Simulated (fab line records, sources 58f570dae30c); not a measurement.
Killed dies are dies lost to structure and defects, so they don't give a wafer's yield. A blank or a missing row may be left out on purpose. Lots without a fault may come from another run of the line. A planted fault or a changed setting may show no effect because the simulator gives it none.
fab line records | flow berkeley_cmos170
record lots=7 wafers=21 last_day=13
route steps=331 shown ACTIVE@60
lots that met no fault: from a run of the same line without faults
start_h: hours from the record's first day to the start of the lot's first wafer shown | wait_h: hours since the lot's step before | " the same as in the row above | L1.1+2: a row that stands for several wafers | - no value, or no start given | * or withheld: withheld | < > ~ a bound
route shown NAME@n: a module of which the file shows steps, and the number in the route of the first | usual: mean/standard deviation of fault-free wafers | same: alike in all rows | chamber/n: place in a boat | sites: the reading at each site | _std_site: their standard deviation | _edge_site: outer sites' mean less inner sites' | radius_mm: how far each site lies from the wafer's centre | mask NAME#n: copy n | behind: the tool/chamber that last shaped the wafer | hold: why the lot was held/for how many hours/how that ended | device: the transistor (n, p or np) that didn't switch | end of line: the same wafers' tests at the end of the route | a step without rows: its recipe alone | killed: dies lost to structure and defects at the first sort, not the wafer's yield | map: a wafer's dies, x killed, . not, _ none there
set.NAME: the setting as run; set.NAME@STEP: as run at that earlier step | model.NAME: the simulator's own value behind a step, which no gauge read
lots at some steps of the route; a table a step, a row a wafer
## steps
# step UCB170_ACTIVE_CLEAN_00
# recipe chemistry=SPM temp_c=120 time_s=600
# step UCB170_ACTIVE_CLEAN_01
# recipe chemistry=dHF dilution=25:1 time_s=60
# step UCB170_ACTIVE_OXIDATION_02
# recipe temp_c=1000 ambient=O2 target_thk_a=264 ox_time_s=1260
# step UCB170_ACTIVE_THK_MEAS_03
# recipe reads=SiO2_of_ACTIVE_OXIDATION_02
# usual ACTIVE_OXIDE_THK=26.1/0.51
# columns lot.wafer tool chamber start_h wait_h ACTIVE_OXIDE_THK[nm]
L951.1 film_metro-01 - 76.87 0.0 26.5
L951.2 " - " " 25.9
L951.6 " - " " 26.0
L959.1 film_metro-04 - 113.06 0.1 26.1
L959.4 " - " " 26.8
L959.5 " - " " 26.3
L965.1 film_metro-04 - 149.20 0.0 26.5
L965.2 " - " " 26.2
L965.3 " - " " 25.9
L968.2 film_metro-03 - 162.38 0.0 26.6
L968.4 " - " " 26.0
L968.5 " - " " 26.1
L967.3 film_metro-03 - 169.65 0.0 25.6
L967.4 " - " " 25.2
L967.6 " - " " 25.5
L973.1 film_metro-01 - 194.06 0.0 26.5
L973.3 " - " " 26.2
L973.5 " - " " 26.2
L974.1 film_metro-01 - 200.83 0.0 26.8
L974.3 " - " " 26.8
L974.5 " - " " 26.2
# step UCB170_ACTIVE_ANNEAL_04
# recipe temp_c=1000 time_s=900 ambient=N2
# step UCB170_ACTIVE_CVD_05
# recipe material=Si3N4 target_thk_nm=220 temp_c=800 precursor=SiH2Cl2/NH3 time_s=3300 pressure_mtorr=200 sih2cl2_flow_sccm=25 nh3_flow_sccm=75
# step UCB170_ACTIVE_THK_MEAS_06
# recipe reads=Si3N4_of_ACTIVE_CVD_05
# usual ACTIVE_NITRIDE_THK=219.5/1.9
# columns lot.wafer tool chamber start_h wait_h ACTIVE_NITRIDE_THK[nm]
L951.1 film_metro-01 - 82.30 0.0 222.5
L951.2 " - " " 222.7
L951.6 " - " " 222.5
L959.1 film_metro-03 - 119.18 0.0 218.9
L959.4 " - " " 219.4
L959.5 " - " " 217.4
L965.1 film_metro-03 - 155.56 0.0 218.9
L965.2 " - " " 218.9
L965.3 " - " " 217.4
L968.2 film_metro-04 - 170.09 0.0 221.4
L968.4 " - " " 222.3
L968.5 " - " " 221.7
L967.3 film_metro-01 - 177.87 0.0 221.9
L967.4 " - " " 220.5
L967.6 " - " " 219.4
L973.1 film_metro-03 - 202.71 0.2 219.3
L973.3 " - " " 218.8
L973.5 " - " " 217.5
L974.1 film_metro-04 - 209.03 0.0 219.6
L974.3 " - " " 219.4
L974.5 " - " " 220.2
# step UCB170_ACTIVE_HMDS_07
# recipe prime_time_s=60 prime_temp_c=100
# step UCB170_ACTIVE_COAT_08
# recipe resist=KrF spin_rpm=1500 resist_thk_nm=900
# step UCB170_ACTIVE_SOFTBAKE_09
# recipe resist=KrF temp_c=130 time_s=60
# step UCB170_ACTIVE_EXPOSE_10
# recipe mask_id=ACTIVE target_cd_nm=1200 na=0.5 sigma_outer=0.6 source_shape=conventional dose_mj=20
# step UCB170_ACTIVE_PEB_11
# recipe peb_temp_c=130 peb_time_s=withheld resist=KrF
# step UCB170_ACTIVE_DEVELOP_12
# recipe developer=TMAH develop_time_s=45 resist=KrF dev_temp_c=21
# usual chill_plate_temp_C=22.99/0.11 develop_time_s=45/0
# columns lot.wafer tool chamber start_h wait_h chill_plate_temp_C develop_time_s model.KrF_of_ACTIVE_COAT_08.thk_nm
L951.1 litho_track-02 0 83 - 23.02 45 885.9
L951.2 " 0 " " 22.86 45 885.6
L951.6 " 0 84 - 23.09 45 886.1
L959.1 litho_track-04 0 120 - 23.01 45 888
L959.4 " 0 " " 23.23 45 887.7
L959.5 " 0 " " 23.28 45 887.5
L965.1 litho_track-01 - 156 - - - 901.8
L965.2 " - 157 - - - 899.2
L965.3 " - " " - - 904.3
L968.2 litho_track-02 - 171 - - - 896.9
L968.4 " - " " - - 897.6
L968.5 " - " " - - 897.3
L967.3 litho_track-04 - 179 - - - 902.1
L967.4 " - " " - - 904.1
L967.6 " - " " - - 903.7
L973.1 litho_track-01 0 203 - 23.11 45 887.5
L973.3 " 0 " " 22.98 45 884.3
L973.5 " 0 " " 22.99 45 887.8
L974.1 litho_track-02 0 210 - 22.89 45 887.6
L974.3 " 0 " " 22.87 45 888.1
L974.5 " 0 " " 22.90 45 888
# step UCB170_ACTIVE_CD_MEAS_13
# recipe target_cd_nm=1200
# usual cd_nm=1200.3/1.6
# columns lot.wafer tool chamber start_h wait_h cd_nm
L951.1 cd_sem-01 - 84.06 - 1200.5
L951.2 " - " " 1199.6
L951.6 " - " " 1200.2
L959.1 cd_sem-02 - 120.68 - 1198.6
L959.4 " - " " 1199.4
L959.5 " - " " 1200.3
L965.1 cd_sem-01 - 157.12 - -
L965.2 " - " " -
L965.3 " - " " -
L968.2 cd_sem-02 - 171.35 - -
L968.4 " - " " -
L968.5 " - " " -
L967.3 cd_sem-02 - 179.40 - -
L967.4 " - " " -
L967.6 " - " " -
L973.1 cd_sem-01 - 203.91 - 1202.2
L973.3 " - " " 1202.0
L973.5 " - " " 1202.9
L974.1 cd_sem-02 - 210.39 - 1201.5
L974.3 " - " " 1201.9
L974.5 " - " " 1201.9
## key
first_sign step=UCB170_ACTIVE_DEVELOP_12 reading=tool_record direction=missing
effect none on later readings
model_effect step=UCB170_ACTIVE_DEVELOP_12 value=KrF_of_ACTIVE_COAT_08.thk_nm without=886.6 struck=900.8
met_at UCB170_ACTIVE_DEVELOP_12
struck_wafers L965.1,L965.2,L965.3,L967.3,L967.4,L967.6,L968.2,L968.4,L968.5
later_rows_left_out L965.1,L965.2,L965.3,L967.3,L967.4,L967.6,L968.2,L968.4,L968.5
sort_left_out L965.1,L965.2,L965.3,L967.3,L967.4,L967.6,L968.2,L968.4,L968.5
tester_left_out L965,L967,L968
fault kind=skipped_step_whole tool=litho_track-01,litho_track-02,litho_track-04 chamber=- onset_h=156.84 steps=UCB170_ACTIVE_DEVELOP_12 scope=struck_lots_only
# tester_left_out: of these lots the tester's yield and bins aren't shown, on N5 and GAA mostly nor the transistor test; their killed dies are dies lost to structure and defects alone, not to doping, threshold or leakage, so they don't give the yield
# sort_left_out: the simulated sort isn't trusted on such a fault, so these wafers' sort isn't shown, and their yield isn't known
# later_rows_left_out: the simulator's readings of these wafers behind a module that went badly wrong aren't trusted and aren't shown, but for the sort
